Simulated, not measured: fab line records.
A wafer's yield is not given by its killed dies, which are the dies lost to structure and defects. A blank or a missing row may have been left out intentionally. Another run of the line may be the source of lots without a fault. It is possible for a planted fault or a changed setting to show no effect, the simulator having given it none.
fab line records ; flow berkeleyCmos170
record: lots: 5; wafers: 15; lastDay: 12
route steps=331 shown ZERO@7 NWELL@14
lots untouched by any fault: they come from a run of this same line in which no faults occurred
startH: hours from the record's first day to the start of the lot's first wafer shown ; waitH: hours from the lot's prior step to this one ; " as in the row above ; L1.1+2: one row covering several wafers at once ; - no value, or no start given ; * or withheld: withheld ; < > ~ a bound
route shown NAME@n: a module of which the file shows steps, and the number in the route of the first ; usual: the fault-free wafers' mean and standard deviation ; same: alike in all rows ; chamber/n: place in a boat ; sites: per-site readings ; _std_site: standard deviation across them ; _edge_site: inner sites' mean taken away from outer sites' mean ; radiusMm: how far each site lies from the wafer's centre ; mask NAME#n: copy n ; behind: the tool/chamber that last shaped the wafer ; hold: reason for holding the lot/hours on hold/outcome of the hold ; device: which transistor (n, p or np) failed to switch ; end of line: the route-end tests of the same wafers ; for a step that has no rows: nothing shown but its recipe ; killed: dies lost to structure and defects at the first sort, not the wafer's yield ; map: a wafer's dies, x killed, . not, _ none there
set.NAME: the setting that was run; set.NAME@STEP: the one run at that earlier step ; model.NAME: the simulator's own value behind a step, which no gauge read
lots seen at some steps along the route; tables by step, rows by wafer
services: when a tool's chamber went out of use (startH, in hours from the record's first day, below 0 if earlier), for how many hours, and the reason
== steps ==
step: UCB170_ZERO_COAT_01
recipe: resist: KrF; spinRpm: 1500; resistThkNm: 900
usual: chillPlateTempC: 22.99/0.11
lot.wafer;tool;chamber;startH;waitH;chillPlateTempC
L077.1;lithoTrack-01;0;31.86;0.1;23.20
L077.3;lithoTrack-01;0;31.86;0.1;22.93
L077.5;lithoTrack-01;0;31.86;0.1;22.87
L078.1;lithoTrack-04;0;40.94;0.1;22.77
L078.3;lithoTrack-04;0;40.94;0.1;22.98
L078.6;lithoTrack-04;0;40.94;0.1;22.98
L081.2;lithoTrack-03;0;55.09;0.1;23.11
L081.4;lithoTrack-03;0;55.09;0.1;23.04
L081.6;lithoTrack-03;0;55.09;0.1;23.18
L094.2;lithoTrack-01;0;121.67;0.1;22.84
L094.5;lithoTrack-01;0;121.67;0.1;22.84
L094.6;lithoTrack-01;0;121.67;0.1;22.96
L097.3;lithoTrack-03;0;135.48;0.1;23.08
L097.5;lithoTrack-03;0;135.48;0.1;23.02
L097.6;lithoTrack-03;0;135.48;0.1;23.15
step: UCB170_ZERO_SOFTBAKE_02
recipe: resist: KrF; tempC: 130; timeS: 60
usual: chillPlateTempC: 23.01/0.11; heaterPowerTotalW: 56.80/0.042
lot.wafer;tool;chamber;startH;waitH;chillPlateTempC;heaterPowerTotalW
L077.1;lithoTrack-01;0;32.01;0.1;23.00;56.72
L077.3;lithoTrack-01;0;32.01;0.1;23.08;56.79
L077.5;lithoTrack-01;0;32.01;0.1;23.01;56.76
L078.1;lithoTrack-04;0;41.09;0.1;23.18;56.78
L078.3;lithoTrack-04;0;41.09;0.1;23.16;56.82
L078.6;lithoTrack-04;0;41.09;0.1;23.32;56.76
L081.2;lithoTrack-03;0;55.24;0.1;23.07;56.77
L081.4;lithoTrack-03;0;55.24;0.1;23.02;56.88
L081.6;lithoTrack-03;0;55.24;0.1;23.05;56.82
L094.2;lithoTrack-01;0;121.82;0.1;22.93;56.78
L094.5;lithoTrack-01;0;121.82;0.1;22.92;56.80
L094.6;lithoTrack-01;0;121.82;0.1;22.81;56.81
L097.3;lithoTrack-03;0;135.63;0.1;22.96;56.85
L097.5;lithoTrack-03;0;135.63;0.1;22.95;56.87
L097.6;lithoTrack-03;0;135.63;0.1;22.99;56.81
step: UCB170_ZERO_EXPOSE_03
recipe: maskId: PM_MARKS; na: 0.5; sigmaOuter: 0.6; sourceShape: conventional; targetCdNm: 4000; doseMj: 30
usual: focusOffsetNm: 0.0/0.6
lot.wafer;tool;chamber;startH;waitH;mask;focusOffsetNm
L077.1;krfScanner-02;0;32.16;0.1;PM_MARKS#0;0.7
L077.3;krfScanner-02;0;32.16;0.1;PM_MARKS#0;1.0
L077.5;krfScanner-02;0;32.16;0.1;PM_MARKS#0;0.3
L078.1;krfScanner-01;0;41.37;0.2;PM_MARKS#0;0.2
L078.3;krfScanner-01;0;41.37;0.2;PM_MARKS#0;0.4
L078.6;krfScanner-01;0;41.37;0.2;PM_MARKS#0;-0.1
L081.2;krfScanner-01;0;55.38;0.1;PM_MARKS#0;-0.6
L081.4;krfScanner-01;0;55.38;0.1;PM_MARKS#0;-0.2
L081.6;krfScanner-01;0;55.38;0.1;PM_MARKS#0;-0.3
L094.2;krfScanner-02;0;122.10;0.3;PM_MARKS#0;0.3
L094.5;krfScanner-02;0;122.10;0.3;PM_MARKS#0;0.2
L094.6;krfScanner-02;0;122.10;0.3;PM_MARKS#0;-0.8
L097.3;krfScanner-01;0;135.90;0.2;PM_MARKS#0;-0.3
L097.5;krfScanner-01;0;135.90;0.2;PM_MARKS#0;0.0
L097.6;krfScanner-01;0;135.90;0.2;PM_MARKS#0;-0.7
step: UCB170_ZERO_PEB_04
recipe: pebTempC: 130; pebTimeS: withheld; resist: KrF
usual: chillPlateTempC: 22.98/0.11; heaterPowerTotalW: 56.80/0.045
lot.wafer;tool;chamber;startH;waitH;chillPlateTempC;heaterPowerTotalW
L077.1;lithoTrack-03;0;32.28;0.1;22.88;56.79
L077.3;lithoTrack-03;0;32.28;0.1;22.94;56.77
L077.5;lithoTrack-03;0;32.28;0.1;22.98;56.82
L078.1;lithoTrack-04;0;41.77;0.4;23.11;56.78
L078.3;lithoTrack-04;0;41.77;0.4;23.09;56.77
L078.6;lithoTrack-04;0;41.77;0.4;23.21;56.76
L081.2;lithoTrack-03;0;55.50;0.1;23.14;56.80
L081.4;lithoTrack-03;0;55.50;0.1;22.95;56.73
L081.6;lithoTrack-03;0;55.50;0.1;23.17;56.81
L094.2;lithoTrack-03;0;122.66;0.5;23.05;56.80
L094.5;lithoTrack-03;0;122.66;0.5;22.88;56.74
L094.6;lithoTrack-03;0;122.66;0.5;23.03;56.81
L097.3;lithoTrack-01;0;136.03;0.1;22.97;56.85
L097.5;lithoTrack-01;0;136.03;0.1;22.87;56.81
L097.6;lithoTrack-01;0;136.03;0.1;22.90;56.79
step: UCB170_ZERO_DEVELOP_05
recipe: developer: TMAH; developTimeS: 45; resist: KrF; devTempC: 21
usual: chillPlateTempC: 22.99/0.11
lot.wafer;tool;chamber;startH;waitH;chillPlateTempC
L077.1;lithoTrack-03;0;-;-;22.97
L077.3;lithoTrack-03;0;-;-;23.04
L077.5;lithoTrack-03;0;-;-;23.02
L078.1;lithoTrack-04;0;-;-;23.10
L078.3;lithoTrack-04;0;-;-;22.94
L078.6;lithoTrack-04;0;-;-;23.05
L081.2;lithoTrack-03;0;-;-;23.01
L081.4;lithoTrack-03;0;-;-;23.12
L081.6;lithoTrack-03;0;-;-;23.05
L094.2;lithoTrack-03;0;-;-;22.99
L094.5;lithoTrack-03;0;-;-;22.94
L094.6;lithoTrack-03;0;-;-;23.09
L097.3;lithoTrack-01;0;-;-;22.85
L097.5;lithoTrack-01;0;-;-;22.85
L097.6;lithoTrack-01;0;-;-;22.89
step: UCB170_ZERO_ETCH_06
recipe: chemistry: CHF3/CF4/Ar; target: SiO2; timeS: 12; pressureMtorr: 100; rfW: 500; CHF3_flow_sccm: 50; cf4FlowSccm: 10; Ar_flow_sccm: 120; overEtchFrac: 1.58
usual: CHF3_flow_sccm: 50.01/0.16; drypumpMotorCurrentA: 5.6/0.37; oesProductAu: 0.617/0.0086; throttleValvePct: 9.15/0.17
lot.wafer;tool;chamber;startH;waitH;CHF3_flow_sccm;drypumpMotorCurrentA;oesProductAu;rfHoursCounterH;throttleValvePct
L077.1;rieDiel-02;1;32.55;-;50.29;5.5;0.610;11;9.14
L077.3;rieDiel-02;2;32.55;-;50.01;5.8;0.632;120;8.94
L077.5;rieDiel-02;2;32.55;-;49.92;5.8;0.628;-;8.94
L078.1;rieDiel-02;3;42.05;-;50.03;5.5;0.627;10;9.17
L078.3;rieDiel-02;0;42.05;-;50.16;5.3;0.605;99;9.14
L078.6;rieDiel-02;3;42.05;-;49.97;5.5;0.622;-;9.14
L081.2;rieDiel-02;2;55.75;-;49.99;5.8;0.626;121;8.92
L081.4;rieDiel-02;1;55.75;-;50.15;5.5;0.615;12;9.15
L081.6;rieDiel-02;0;55.75;-;50.19;5.2;0.611;-;9.16
L094.2;rieDiel-03;3;122.91;-;50.10;5.7;0.633;0;9.35
L094.5;rieDiel-03;2;122.91;-;50.23;6.1;0.617;-;9.40
L094.6;rieDiel-03;1;122.91;-;49.73;5.4;0.618;-;9.29
L097.3;rieDiel-02;0;136.25;-;49.66;5.2;0.611;103;9.17
L097.5;rieDiel-02;0;136.25;-;49.71;5.2;0.610;-;9.16
L097.6;rieDiel-02;1;136.25;-;50.17;5.5;0.612;-;9.14
step: UCB170_ZERO_STRIP_07
recipe: chemistry: O2; powerW: 400; pressureMtorr: 3500; platenTempC: withheld; o2FlowSccm: 400; overashFraction: 0.5
usual: drypumpMotorCurrentA: 6.0/0.56; oesProductAu: 0.727/0.0046; stripTimeToEndpointS: 21.52/0.083
lot.wafer;tool;chamber;startH;waitH;drypumpMotorCurrentA;oesProductAu;rfHoursCounterH;stripTimeToEndpointS
L077.1;plasmaAsher-04;1;32.58;0.0;6.5;0.731;32;21.40
L077.3;plasmaAsher-04;1;32.58;0.0;6.5;0.728;-;21.34
L077.5;plasmaAsher-04;0;32.58;0.0;6.5;0.723;-;21.45
L078.1;plasmaAsher-03;1;42.07;0.0;5.7;0.725;33;21.68
L078.3;plasmaAsher-03;1;42.07;0.0;5.7;0.724;-;21.69
L078.6;plasmaAsher-03;1;42.07;0.0;5.7;0.736;-;21.68
L081.2;plasmaAsher-03;1;55.78;0.0;5.7;0.727;34;21.55
L081.4;plasmaAsher-03;1;55.78;0.0;5.7;0.730;-;21.54
L081.6;plasmaAsher-03;1;55.78;0.0;5.7;0.732;-;21.52
L094.2;plasmaAsher-04;1;122.93;0.0;6.6;0.729;44;21.48
L094.5;plasmaAsher-04;0;122.93;0.0;6.6;0.729;-;21.49
L094.6;plasmaAsher-04;1;122.93;0.0;6.5;0.732;-;21.47
L097.3;plasmaAsher-03;1;136.31;0.0;5.8;0.730;-;21.60
L097.5;plasmaAsher-03;1;136.31;0.0;5.7;0.731;-;21.54
L097.6;plasmaAsher-03;0;136.31;0.0;5.1;0.726;-;21.55
step: UCB170_NWELL_WET_ETCH_00
recipe: chemistry: dHF; dilution: 25:1; target: SiO2; tempC: 25; timeS: 200
lot.wafer;tool;chamber;startH;waitH
L077.1+3+5;wetBench-04;0;32.85;0.2
L078.1+3+6;wetBench-02;1;43.60;1.5
L081.2+4+6;wetBench-04;3;59.63;3.8
L094.2+5+6;wetBench-04;0;123.03;0.1
L097.3+5+6;wetBench-04;3;136.37;0.0
step: UCB170_NWELL_OXIDATION_01
recipe: tempC: 1000; ambient: O2; targetThkA: 264; oxTimeS: 1260
usual: oxTempC: 1000.0/0.41; tubeCenterTempC: 999.99/0.091; zonePowerSourcePct: 35.1/2
lot.wafer;tool;chamber;startH;waitH;oxTempC;tubeCenterTempC;zonePowerSourcePct
L077.1;furnace-02;0;36.71;3.8;1000.2;1000.1;34.8
L077.3;furnace-02;0;36.71;3.8;1000.8;1000.1;35.2
L077.5;furnace-02;0;36.71;3.8;1001.0;999.93;35.0
L078.1;furnace-02;0;44.90;1.2;999.6;999.99;35.0
L078.3;furnace-02;0;44.90;1.2;999.9;999.92;34.7
L078.6;furnace-02;0;44.90;1.2;999.6;1000;34.9
L081.2;furnace-04;0;60.82;1.1;1000.0;999.98;31.9
L081.4;furnace-04;0;60.82;1.1;999.9;1000.1;32.6
L081.6;furnace-04;0;60.82;1.1;999.7;1000.1;32.0
L094.2;furnace-03;0;126.35;3.2;1000.5;999.94;36.8
L094.5;furnace-03;0;126.35;3.2;1000.6;999.98;37.4
L094.6;furnace-03;0;126.35;3.2;1000.6;1000;37.3
L097.3;furnace-02;0;140.44;4.0;1000.3;1000.1;34.2
L097.5;furnace-02;0;140.44;4.0;999.7;999.86;34.5
L097.6;furnace-02;0;140.44;4.0;1000.7;999.99;35.0
step: UCB170_NWELL_THK_MEAS_02
recipe: reads: SiO2_of_NWELL_OXIDATION_01
usual: NWELL_OXIDE_THK: 26.4/0.5
lot.wafer;tool;chamber;startH;waitH;NWELL_OXIDE_THK[nm]
L077.1;filmMetro-01;-;38.06;0.0;26.5
L077.3;filmMetro-01;-;38.06;0.0;26.4
L077.5;filmMetro-01;-;38.06;0.0;26.5
L078.1;filmMetro-04;-;46.25;0.0;26.4
L078.3;filmMetro-04;-;46.25;0.0;26.7
L078.6;filmMetro-04;-;46.25;0.0;26.7
L081.2;filmMetro-01;-;62.18;0.0;25.7
L081.4;filmMetro-01;-;62.18;0.0;25.7
L081.6;filmMetro-01;-;62.18;0.0;25.5
L094.2;filmMetro-02;-;127.71;0.0;27.2
L094.5;filmMetro-02;-;127.71;0.0;27.1
L094.6;filmMetro-02;-;127.71;0.0;27.0
L097.3;filmMetro-02;-;141.81;0.0;26.2
L097.5;filmMetro-02;-;141.81;0.0;26.9
L097.6;filmMetro-02;-;141.81;0.0;26.6
step: UCB170_NWELL_ANNEAL_03
recipe: tempC: 1000; timeS: 900; ambient: N2
usual: tubeCenterTempC: 1000/0.092; zonePowerSourcePct: 35.3/2
lot.wafer;tool;chamber;startH;waitH;tubeCenterTempC;zonePowerSourcePct
L077.1;furnace-04;0;39.84;1.8;1000.1;32.1
L077.3;furnace-04;0;39.84;1.8;999.92;32.3
L077.5;furnace-04;0;39.84;1.8;1000.1;32.5
L078.1;furnace-03;0;50.50;4.2;1000;37.2
L078.3;furnace-03;0;50.50;4.2;999.95;36.6
L078.6;furnace-03;0;50.50;4.2;1000.1;37.9
L081.2;furnace-02;0;66.25;4.1;1000.1;35.0
L081.4;furnace-02;0;66.25;4.1;999.89;34.8
L081.6;furnace-02;0;66.25;4.1;999.98;35.0
L094.2;furnace-02;0;130.61;2.9;1000;34.7
L094.5;furnace-02;0;130.61;2.9;999.97;34.9
L094.6;furnace-02;0;130.61;2.9;1000.1;34.7
L097.3;furnace-03;0;145.97;4.1;999.99;37.0
L097.5;furnace-03;0;145.97;4.1;999.97;37.2
L097.6;furnace-03;0;145.97;4.1;1000;37.0
step: UCB170_NWELL_CVD_04
recipe: material: Si3N4; targetThkNm: 224; tempC: 800; precursor: SiH2Cl2/NH3; timeS: 3360; pressureMtorr: 200; sih2cl2FlowSccm: 25; nh3FlowSccm: 75
usual: zonePowerSourcePct: 20.6/2.1
lot.wafer;tool;chamber;startH;waitH;zonePowerSourcePct
L077.1;lpcvd-01;0;41.23;0.1;17.1
L077.3;lpcvd-01;0;41.23;0.1;17.0
L077.5;lpcvd-01;0;41.23;0.1;17.1
L078.1;lpcvd-02;0;51.75;0.0;23.3
L078.3;lpcvd-02;0;51.75;0.0;22.8
L078.6;lpcvd-02;0;51.75;0.0;23.0
L081.2;lpcvd-01;1;67.50;0.0;19.9
L081.4;lpcvd-01;1;67.50;0.0;20.0
L081.6;lpcvd-01;1;67.50;0.0;20.0
L094.2;lpcvd-01;1;133.37;1.5;19.7
L094.5;lpcvd-01;1;133.37;1.5;20.1
L094.6;lpcvd-01;1;133.37;1.5;20.1
L097.3;lpcvd-02;1;147.22;0.0;20.2
L097.5;lpcvd-02;1;147.22;0.0;19.8
L097.6;lpcvd-02;1;147.22;0.0;19.9
step: UCB170_NWELL_THK_MEAS_05
recipe: reads: Si3N4_of_NWELL_CVD_04
usual: NWELL_NITRIDE_THK: 223.4/2
lot.wafer;tool;chamber;startH;waitH;NWELL_NITRIDE_THK[nm]
L077.1;filmMetro-01;-;43.16;0.0;221.6
L077.3;filmMetro-01;-;43.16;0.0;221.7
L077.5;filmMetro-01;-;43.16;0.0;222.0
L078.1;filmMetro-04;-;53.68;0.0;224.7
L078.3;filmMetro-04;-;53.68;0.0;224.3
L078.6;filmMetro-04;-;53.68;0.0;225.3
L081.2;filmMetro-04;-;69.44;0.0;224.4
L081.4;filmMetro-04;-;69.44;0.0;224.2
L081.6;filmMetro-04;-;69.44;0.0;223.3
L094.2;filmMetro-01;-;135.32;0.0;226.1
L094.5;filmMetro-01;-;135.32;0.0;226.4
L094.6;filmMetro-01;-;135.32;0.0;226.2
L097.3;filmMetro-02;-;149.17;0.0;221.5
L097.5;filmMetro-02;-;149.17;0.0;224.3
L097.6;filmMetro-02;-;149.17;0.0;225.2
step: UCB170_NWELL_HMDS_06
recipe: primeTimeS: 60; primeTempC: 100
usual: chillPlateTempC: 23.02/0.11
lot.wafer;tool;chamber;startH;waitH;chillPlateTempC
L077.1;lithoTrack-03;0;43.51;0.3;22.95
L077.3;lithoTrack-03;0;43.51;0.3;22.90
L077.5;lithoTrack-03;0;43.51;0.3;22.92
L078.1;lithoTrack-03;0;53.83;0.1;22.88
L078.3;lithoTrack-03;0;53.83;0.1;22.95
L078.6;lithoTrack-03;0;53.83;0.1;23.09
L081.2;lithoTrack-03;0;70.03;0.6;22.99
L081.4;lithoTrack-03;0;70.03;0.6;23.01
L081.6;lithoTrack-03;0;70.03;0.6;23.13
L094.2;lithoTrack-02;0;135.39;0.1;22.96
L094.5;lithoTrack-02;0;135.39;0.1;23.25
L094.6;lithoTrack-02;0;135.39;0.1;22.85
L097.3;lithoTrack-02;0;149.47;0.3;23.16
L097.5;lithoTrack-02;0;149.47;0.3;23.01
L097.6;lithoTrack-02;0;149.47;0.3;23.10
step: UCB170_NWELL_COAT_07
recipe: resist: KrF; spinRpm: 1500; resistThkNm: 900
usual: chillPlateTempC: 23.00/0.1
lot.wafer;tool;chamber;startH;waitH;chillPlateTempC
L077.1;lithoTrack-03;0;43.66;0.1;23.16
L077.3;lithoTrack-03;0;43.66;0.1;23.02
L077.5;lithoTrack-03;0;43.66;0.1;23.20
L078.1;lithoTrack-03;0;53.98;0.1;23.07
L078.3;lithoTrack-03;0;53.98;0.1;23.21
L078.6;lithoTrack-03;0;53.98;0.1;23.08
L081.2;lithoTrack-03;0;70.18;0.1;23.03
L081.4;lithoTrack-03;0;70.18;0.1;22.87
L081.6;lithoTrack-03;0;70.18;0.1;22.91
L094.2;lithoTrack-02;0;135.54;0.1;23.10
L094.5;lithoTrack-02;0;135.54;0.1;23.00
L094.6;lithoTrack-02;0;135.54;0.1;22.94
L097.3;lithoTrack-02;0;149.62;0.1;23.01
L097.5;lithoTrack-02;0;149.62;0.1;22.81
L097.6;lithoTrack-02;0;149.62;0.1;22.99
step: UCB170_NWELL_SOFTBAKE_08
recipe: resist: KrF; tempC: 130; timeS: 60
usual: chillPlateTempC: 23.03/0.092; heaterPowerTotalW: 56.80/0.047
lot.wafer;tool;chamber;startH;waitH;chillPlateTempC;heaterPowerTotalW
L077.1;lithoTrack-03;0;43.81;0.1;22.98;56.86
L077.3;lithoTrack-03;0;43.81;0.1;23.21;56.82
L077.5;lithoTrack-03;0;43.81;0.1;23.11;56.78
L078.1;lithoTrack-03;0;54.13;0.1;22.97;56.84
L078.3;lithoTrack-03;0;54.13;0.1;22.88;56.79
L078.6;lithoTrack-03;0;54.13;0.1;22.96;56.83
L081.2;lithoTrack-03;0;70.33;0.1;22.99;56.73
L081.4;lithoTrack-03;0;70.33;0.1;23.06;56.76
L081.6;lithoTrack-03;0;70.33;0.1;22.96;56.84
L094.2;lithoTrack-02;0;135.69;0.1;22.99;56.85
L094.5;lithoTrack-02;0;135.69;0.1;23.02;56.70
L094.6;lithoTrack-02;0;135.69;0.1;23.02;56.75
L097.3;lithoTrack-02;0;149.77;0.1;23.00;56.80
L097.5;lithoTrack-02;0;149.77;0.1;22.96;56.79
L097.6;lithoTrack-02;0;149.77;0.1;22.88;56.87
step: UCB170_NWELL_EXPOSE_09
recipe: maskId: NWELL; targetCdNm: 3000; na: 0.5; sigmaOuter: 0.6; sourceShape: conventional; doseMj: 25
usual: focusOffsetNm: 0.1/0.58
lot.wafer;tool;chamber;startH;waitH;mask;focusOffsetNm
L077.1;krfScanner-01;0;43.96;0.1;NWELL#0;-0.4
L077.3;krfScanner-01;0;43.96;0.1;NWELL#0;0.7
L077.5;krfScanner-01;0;43.96;0.1;NWELL#0;0.3
L078.1;krfScanner-01;0;54.43;0.3;NWELL#0;-0.1
L078.3;krfScanner-01;0;54.43;0.3;NWELL#0;0.8
L078.6;krfScanner-01;0;54.43;0.3;NWELL#0;0.3
L081.2;krfScanner-01;0;-;-;NWELL#0;-0.5
L081.4;krfScanner-01;0;-;-;NWELL#0;-1.1
L081.6;krfScanner-01;0;-;-;NWELL#0;-0.1
L094.2;krfScanner-02;0;135.84;0.1;NWELL#0;1.0
L094.5;krfScanner-02;0;135.84;0.1;NWELL#0;0.3
L094.6;krfScanner-02;0;135.84;0.1;NWELL#0;0.7
L097.3;krfScanner-02;0;150.03;0.2;NWELL#0;0.7
L097.5;krfScanner-02;0;150.03;0.2;NWELL#0;0.2
L097.6;krfScanner-02;0;150.03;0.2;NWELL#0;0.5
step: UCB170_NWELL_PEB_10
recipe: pebTempC: 130; pebTimeS: withheld; resist: KrF
usual: chillPlateTempC: 22.99/0.11; heaterPowerTotalW: 56.80/0.047
lot.wafer;tool;chamber;startH;waitH;chillPlateTempC;heaterPowerTotalW
L077.1;lithoTrack-03;0;44.41;0.4;22.99;56.78
L077.3;lithoTrack-03;0;44.41;0.4;22.97;56.72
L077.5;lithoTrack-03;0;44.41;0.4;23.00;56.83
L078.1;lithoTrack-02;0;54.55;0.1;22.96;56.69
L078.3;lithoTrack-02;0;54.55;0.1;22.97;56.83
L078.6;lithoTrack-02;0;54.55;0.1;23.08;56.77
L081.2;lithoTrack-02;0;-;-;22.90;56.76
L081.4;lithoTrack-02;0;-;-;22.96;56.85
L081.6;lithoTrack-02;0;-;-;22.97;56.82
L094.2;lithoTrack-03;0;135.96;0.1;23.13;56.78
L094.5;lithoTrack-03;0;135.96;0.1;23.11;56.79
L094.6;lithoTrack-03;0;135.96;0.1;23.35;56.85
L097.3;lithoTrack-01;0;150.16;0.1;23.02;56.78
L097.5;lithoTrack-01;0;150.16;0.1;22.86;56.87
L097.6;lithoTrack-01;0;150.16;0.1;22.91;56.78
step: UCB170_NWELL_DEVELOP_11
recipe: developer: TMAH; developTimeS: 45; resist: KrF; devTempC: 21
usual: chillPlateTempC: 23.00/0.11
lot.wafer;tool;chamber;startH;waitH;chillPlateTempC
L077.1;lithoTrack-03;0;-;-;23.09
L077.3;lithoTrack-03;0;-;-;23.03
L077.5;lithoTrack-03;0;-;-;23.01
L078.1;lithoTrack-02;0;-;-;23.02
L078.3;lithoTrack-02;0;-;-;22.80
L078.6;lithoTrack-02;0;-;-;22.91
L081.2;lithoTrack-02;0;-;-;23.25
L081.4;lithoTrack-02;0;-;-;23.11
L081.6;lithoTrack-02;0;-;-;23.24
L094.2;lithoTrack-03;0;-;-;23.05
L094.5;lithoTrack-03;0;-;-;23.01
L094.6;lithoTrack-03;0;-;-;22.79
L097.3;lithoTrack-01;0;-;-;23.12
L097.5;lithoTrack-01;0;-;-;23.17
L097.6;lithoTrack-01;0;-;-;23.13
== services ==
tool;chamber;startH;hours;kind
wetBench-02;-;14.68;1.6;repair
krfScanner-02;-;15.23;0.8;pm
krfScanner-01;-;33.99;4.4;pm
rieDiel-02;-;37.66;0.1;repair
krfScanner-01;-;51.50;1.3;pm
rieDiel-02;-;53.82;0.2;repair
furnace-03;-;61.66;3.6;pm
krfScanner-02;-;61.80;1.0;pm
furnace-04;-;63.42;13.6;repair
plasmaAsher-03;-;73.11;23.0;pm
rieDiel-03;0;73.18;16.4;repair
wetBench-04;-;73.37;0.6;repair
krfScanner-01;0;89.69;-;calibration
furnace-02;-;91.63;2.9;pm
krfScanner-02;-;91.78;1.3;pm
rieDiel-03;1;93.06;8.5;repair
rieDiel-02;-;93.19;2.8;pm
lpcvd-02;-;94.47;1.4;repair
rieDiel-02;3;130.97;3.1;repair
krfScanner-01;-;132.14;1.0;pm
krfScanner-02;-;136.82;0.3;repair
krfScanner-02;-;140.14;4.0;pm
plasmaAsher-04;-;142.12;0.9;repair
krfScanner-02;0;142.73;-;calibration
== key ==
fault none
